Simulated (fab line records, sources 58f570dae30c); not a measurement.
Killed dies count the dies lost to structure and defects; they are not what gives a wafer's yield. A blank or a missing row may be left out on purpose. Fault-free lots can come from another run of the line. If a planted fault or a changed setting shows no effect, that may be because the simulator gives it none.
What tool caused it? :: flow berkeley_cmos170 :: 7 lots, 21 wafers sampled, at 2 steps of a route of 331

## WHAT THE GAUGES SHOWED, per wafer
UCB170_CONTACT_CD_MEAS_15 targets a cd of 700 nm.
lot: L975
measured: day 7 08:56
on: cd_sem-01
cd_nm (nm): 701.6 701.5 702.8

lot: L979
measured: day 8 04:35
on: cd_sem-02
cd_nm (nm): 697.8 698.3 697.8

lot: L981
measured: day 8 04:19
on: cd_sem-01
cd_nm (nm): 699.2 698.4 698.2

lot: L987
measured: day 9 20:19
on: cd_sem-02
cd_nm (nm): 698.0 697.1 698.5

lot: L991
measured: day 10 17:08
on: cd_sem-02
cd_nm (nm): 734.9 735.0 735.1

lot: L993
measured: day 11 01:39
on: cd_sem-01
cd_nm (nm): 701.8 701.0 699.6

lot: L996
measured: day 11 10:00
on: cd_sem-01
cd_nm (nm): 700.9 700.6 702.0

## WHICH TOOL RAN EACH LOT (tool, then ch and the chambers of the sampled wafers, then the start)
lot: L975
UCB170_CONTACT_COAT_10: litho_track-04 ch 0, day 7 08:00

lot: L979
UCB170_CONTACT_COAT_10: litho_track-03 ch 0, day 8 03:00

lot: L981
UCB170_CONTACT_COAT_10: litho_track-02 ch 0, day 8 03:00

lot: L987
UCB170_CONTACT_COAT_10: litho_track-03 ch 0, day 9 19:00

lot: L991
UCB170_CONTACT_COAT_10: litho_track-04 ch 0, day 10 16:00

lot: L993
UCB170_CONTACT_COAT_10: litho_track-03 ch 0, day 11 00:00

lot: L996
UCB170_CONTACT_COAT_10: litho_track-02 ch 0, day 11 09:00
- UCB170_CONTACT_COAT_10: resist thk 900 nm.

## THE ANSWER, worked out from the rows above alone
Rule: what is usual is taken from the lots themselves. Put in order of their means at a reading, lots are off if they are a third of the lots or fewer, leave a main group of 4 or more, and stand apart from it by a gap of 3 or more times the standard deviation of the main group's means; of several such gaps the widest counts. A main group whose means are all the same, to the digits that the tables above print for the reading, isn't used. A lot without any number at a reading at which 4 lots or more have one is off too. Where the step has rows for the other lots, those lots are counted as sound.
Off, at UCB170_CONTACT_CD_MEAS_15 on cd_nm: L991. Mean 699.7 nm and standard deviation 1.6 in the main group.
A tool fits if, at a process step before that reading, it ran every lot that is off, and no sound lot after the first of them. Gauges at UCB170_CONTACT_CD_MEAS_15: tried the same way as those tools. Undecided on this evidence; 2 tools fit (litho_track-04 at UCB170_CONTACT_COAT_10, cd_sem-02 at UCB170_CONTACT_CD_MEAS_15).

## WHAT WAS PUT IN BY THE SIMULATOR
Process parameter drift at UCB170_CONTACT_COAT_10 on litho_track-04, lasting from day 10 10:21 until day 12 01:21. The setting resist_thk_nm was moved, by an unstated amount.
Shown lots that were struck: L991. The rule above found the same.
